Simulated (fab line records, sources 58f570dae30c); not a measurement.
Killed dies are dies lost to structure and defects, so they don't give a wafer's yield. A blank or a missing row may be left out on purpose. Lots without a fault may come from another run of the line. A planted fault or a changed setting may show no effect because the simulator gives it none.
Split-lot experiment | flow berkeley_cmos170 | 5 lots, 23 wafers read, on a route of 331 steps

THE SPLIT
At UCB170_PFIELD_COAT_01 (resist thk 900 nm), the setting spin_rpm was moved away from the recipe's 1500 rpm on 5 of the 23 wafers read, by -4.2% to -2.1%. The other wafers ran this setting at the recipe's value.

The reading is taken at the split's own step.

THE READING
KrF_of_PFIELD_COAT_01.thk_nm (the simulator's own value, which no gauge read), in nm, at UCB170_PFIELD_COAT_01 (resist thk 900 nm). The file gives no usual value for it. The 18 wafers here that ran the recipe average 900.4 nm, standard deviation 1.8 nm.

wafer  | tool, chamber at the split | spin_rpm as run, rpm | against the recipe | KrF_of_PFIELD_COAT_01.thk_nm, nm | against lot-mates on the recipe
L075.1 | litho_track-03, 0          | 1500                 | recipe             | 900.5                            | -
L075.2 | litho_track-03, 0          | 1500                 | recipe             | 900.2                            | -
L075.3 | litho_track-03, 0          | 1500                 | recipe             | 901.7                            | -
L075.5 | litho_track-03, 0          | 1500                 | recipe             | 896.7                            | -
L075.6 | litho_track-03, 0          | 1500                 | recipe             | 902.6                            | -
L076.1 | litho_track-03, 0          | 1437                 | -4.2%              | 921.4                            | +19.9
L076.2 | litho_track-03, 0          | 1500                 | recipe             | 902.3                            | -
L076.3 | litho_track-03, 0          | 1437                 | -4.2%              | 920.6                            | +19.1
L076.4 | litho_track-03, 0          | 1500                 | recipe             | 900.7                            | -
L076.5 | litho_track-03, 0          | 1437                 | -4.2%              | 919.6                            | +18.1
L081.2 | litho_track-04, 0          | 1468                 | -2.1%              | 912.4                            | +12.5
L081.3 | litho_track-04, 0          | 1500                 | recipe             | 899.7                            | -
L081.4 | litho_track-04, 0          | 1468                 | -2.1%              | 910.2                            | +10.3
L081.5 | litho_track-04, 0          | 1500                 | recipe             | 897.8                            | -
L081.6 | litho_track-04, 0          | 1500                 | recipe             | 902.3                            | -
L080.1 | litho_track-01, 0          | 1500                 | recipe             | 901.7                            | -
L080.3 | litho_track-01, 0          | 1500                 | recipe             | 898.7                            | -
L080.5 | litho_track-01, 0          | 1500                 | recipe             | 899                              | -
L082.1 | litho_track-01, 0          | 1500                 | recipe             | 899.9                            | -
L082.2 | litho_track-01, 0          | 1500                 | recipe             | 897.6                            | -
L082.3 | litho_track-01, 0          | 1500                 | recipe             | 902.4                            | -
L082.4 | litho_track-01, 0          | 1500                 | recipe             | 902.1                            | -
L082.5 | litho_track-01, 0          | 1500                 | recipe             | 902.1                            | -

THE FIT
A straight line over all 23 wafers: KrF_of_PFIELD_COAT_01.thk_nm changes by -4.82 nm for each +1% of spin_rpm; r = -0.97; the points scatter about the line by 1.7 nm.
The same after taking each lot's own level away (the mean of its wafers on the recipe; 23 wafers): -4.63 nm for each +1%; r = -0.97; scatter 1.7 nm.
On that fit, the largest move of spin_rpm shifts the reading by 19 nm.
The lots' own levels span 899.80 to 901.50 nm, that is 0.9 times the standard deviation above.
So the lot-to-lot level changes the slope little: the two slopes agree.
Check: with one of the wafers moved furthest among these (-4.2%) left out of the fit, the line predicts +19.4 nm for it against its lot-mates. It came out at +19.9 nm against them.

OTHER SPLITS ON THESE WAFERS
These wafers also went through other splits before the reading. Each is held against what the fit with the lots' levels taken away leaves over:
other split on the same wafers     | wafers away from the commonest value | r with KrF_of_PFIELD_COAT_01.thk_nm (lot level and that fit taken away)
UCB170_NWELL_CVD_04 pressure_mtorr | 18                                   | -0.15
UCB170_PWELL_COAT_08 spin_rpm      | 6                                    | -0.22
UCB170_PWELL_ETCH_14 rf_w          | 11                                   | +0.01
UCB170_ACTIVE_OXIDATION_02 temp_c  | 18                                   | +0.12
UCB170_ACTIVE_PEB_11 peb_temp_c    | 9                                    | +0.08

THE WHOLE CHAIN: every reading that the file lists as answering this split, in the file's order
step                   | what it does      | reading                                                                       | change (the file's fit)              | r (the file's)
UCB170_PFIELD_COAT_01  | resist thk 900 nm | KrF_of_PFIELD_COAT_01.thk_nm (the simulator's own value, which no gauge read) | -4.7 nm for each +1% of the setting  | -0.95
UCB170_PFIELD_STRIP_08 | strips in O2      | strip_time_to_endpoint_s                                                      | withheld for each +1% of the setting | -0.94

THE FILE'S OWN FIT
KrF_of_PFIELD_COAT_01.thk_nm changes by -4.7 nm for each +1% of spin_rpm, r = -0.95.
